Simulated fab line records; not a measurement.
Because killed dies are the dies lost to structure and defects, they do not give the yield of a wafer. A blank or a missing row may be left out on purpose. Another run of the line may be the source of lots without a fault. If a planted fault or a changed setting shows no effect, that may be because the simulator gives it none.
Which tool did it? -- flow berkeley-cmos170 -- Sampling: 14 lots, 40 wafers, 3 of 331 route steps

## WHAT THE GAUGES READ, wafer by wafer
UCB170_GATE_THK_MEAS_02. Usual: GATE_OXIDE_THK 6.55 nm, standard deviation 0.14.
lot,measured,on,GATE_OXIDE_THK (nm),flag
L651,day 7 04:50,film-metro-04,6.78 6.56 6.65,
L652,day 7 04:53,film-metro-03,6.52 6.66 6.59,
L653,day 7 04:50,film-metro-02,6.63 6.65 6.69,
L655,day 8 01:37,film-metro-03,7.11 7.36,OFF
L654,day 8 01:37,film-metro-04,7.34 7.43,OFF
L659,day 9 05:23,film-metro-02,6.67 6.63 6.55,
L666,day 10 23:25,film-metro-04,6.31 6.31 6.19,
L665,day 10 23:25,film-metro-03,6.48 6.58 6.74,
L667,day 10 23:25,film-metro-02,6.63 6.54 6.47,
L670,day 11 20:47,film-metro-02,6.47 6.42 6.43,
L671,day 11 20:47,film-metro-03,6.48 6.45 6.45,
L672,day 12 08:48,film-metro-04,6.55 6.50 6.43,
L674,day 12 08:46,film-metro-03,6.47 6.48 6.53,
L673,day 12 08:46,film-metro-02,6.54 6.37 6.53,

## TOOL THAT RAN EACH LOT (tool first, then ch and the chambers of the sampled wafers, then the start)
lot,UCB170_ACTIVE_STRIP_16,UCB170_GATE_OXIDATION_01
L651,"plasma-asher-01 ch 0,1, day 5 02:04","furnace-04 ch 0, day 7 03:20"
L652,"plasma-asher-01 ch 0,1, day 5 08:40","furnace-04 ch 0, day 7 03:20"
L653,"plasma-asher-02 ch 0,1, day 5 08:57","furnace-04 ch 0, day 7 03:20"
L655,"plasma-asher-03 ch 0,1, day 6 02:43","furnace-04 ch 0, day 8 00:05"
L654,"plasma-asher-02 ch 0,1, day 6 02:57","furnace-04 ch 0, day 8 00:05"
L659,"plasma-asher-03 ch 0,1, day 6 17:40","furnace-01 ch 0, day 9 03:53"
L666,"plasma-asher-02 ch 0,1, day 7 23:37","furnace-01 ch 0, day 10 21:55"
L665,"plasma-asher-03 ch 0,1, day 7 23:53","furnace-01 ch 0, day 10 21:55"
L667,"plasma-asher-01 ch 0,1, day 8 00:01","furnace-01 ch 0, day 10 21:55"
L670,"plasma-asher-02 ch 0,1, day 9 14:07","furnace-01 ch 0, day 11 19:17"
L671,"plasma-asher-03 ch 0,1, day 9 14:22","furnace-01 ch 0, day 11 19:17"
L672,"plasma-asher-01 ch 0,1, day 10 03:52","furnace-01 ch 0, day 12 07:13"
L674,"plasma-asher-03 ch 0,1, day 10 03:59","furnace-01 ch 0, day 12 07:13"
L673,"plasma-asher-01 ch 0,1, day 10 04:11","furnace-01 ch 0, day 12 07:13"
- UCB170_ACTIVE_STRIP_16: strips in O2.
- UCB170_GATE_OXIDATION_01: target thk 6.6 nm, ox time 1800 s.

## WHAT THE TOOLS THEMSELVES READ (means of the sampled wafers that have a number; where no wafer has one, the mark that the record gives instead)
UCB170_ACTIVE_STRIP_16. Usual: drypump-motor-current-A 5.7 A, standard deviation 0.67; o2-flow-sccm 399.9 sccm, standard deviation 1.1; oes-product-au 0.721 a.u., standard deviation 0.005; strip-time-to-endpoint-s 17.75 s, standard deviation 0.088.
lot,tool,drypump-motor-current-A (A),o2-flow-sccm (sccm),oes-product-au (a.u.),strip-time-to-endpoint-s (s),flag
L651,plasma-asher-01,5.4,399.9,0.722,17.65,
L652,plasma-asher-01,5.4,400.3,0.720,17.75,
L653,plasma-asher-02,5.0,399.6,0.721,17.78,
L655,plasma-asher-03,6.4,400.6,0.722,17.60,
L654,plasma-asher-02,5.1,399.6,0.722,17.81,
L659,plasma-asher-03,6.5,400.6,0.718,17.90,
L666,plasma-asher-02,5.2,399.5,0.721,17.80,
L665,plasma-asher-03,6.5,398.7,0.717,17.83,
L667,plasma-asher-01,5.8,399.6,0.723,17.89,
L670,plasma-asher-02,5.0,399.8,0.719,17.66,
L671,plasma-asher-03,6.5,400.3,0.718,17.69,
L672,plasma-asher-01,5.7,401.6,0.717,17.57,
L674,plasma-asher-03,6.4,399.7,0.715,17.70,
L673,plasma-asher-01,5.8,400.7,0.719,17.71,

UCB170_GATE_OXIDATION_01. Usual: zone-power-source-pct reads 22.0 % (standard deviation 0.62).
lot,tool,zone-power-source-pct (%),flag
L651,furnace-04,22.7,
L652,furnace-04,22.7,
L653,furnace-04,22.8,
L655,furnace-04,22.9,
L654,furnace-04,22.8,
L659,furnace-01,21.7,
L666,furnace-01,21.4,
L665,furnace-01,21.3,
L667,furnace-01,21.5,
L670,furnace-01,21.6,
L671,furnace-01,21.6,
L672,furnace-01,21.5,
L674,furnace-01,21.4,
L673,furnace-01,21.6,

## THE ANSWER, worked out from the rows above alone
Rule: a lot is off if the mean of its wafers that have a number lies more than 3 standard deviations from the usual mean. Also off: a lot with no number at a reading for which 4 or more lots have one. Any other lot the step has rows for is counted as sound. First the gauges in route order, then the tools' own readings, where a lot's mean is used as printed above. At the first step where some lot is off, the reading lying furthest off is the one used; lots without a number count as furthest.
Off: L655, L654, at UCB170_GATE_THK_MEAS_02 (GATE_OXIDE_THK).
A tool fits if, at a process step before that reading, it ran every lot that is off, and no sound lot after the first of them. Gauges at UCB170_GATE_THK_MEAS_02: tried the same way as those tools. One fits: UCB170_GATE_OXIDATION_01 on furnace-04. A fault onset in the window from L651 (day 7 03:20, its last sound lot) to L654 (day 8 00:05, its first lot off) fits.

## WHAT THE SIMULATOR PUT IN
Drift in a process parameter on furnace-04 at UCB170_GATE_OXIDATION_01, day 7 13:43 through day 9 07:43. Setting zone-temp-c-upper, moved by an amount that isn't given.
Struck lots among those shown: L655, L654. The rule above found the same.
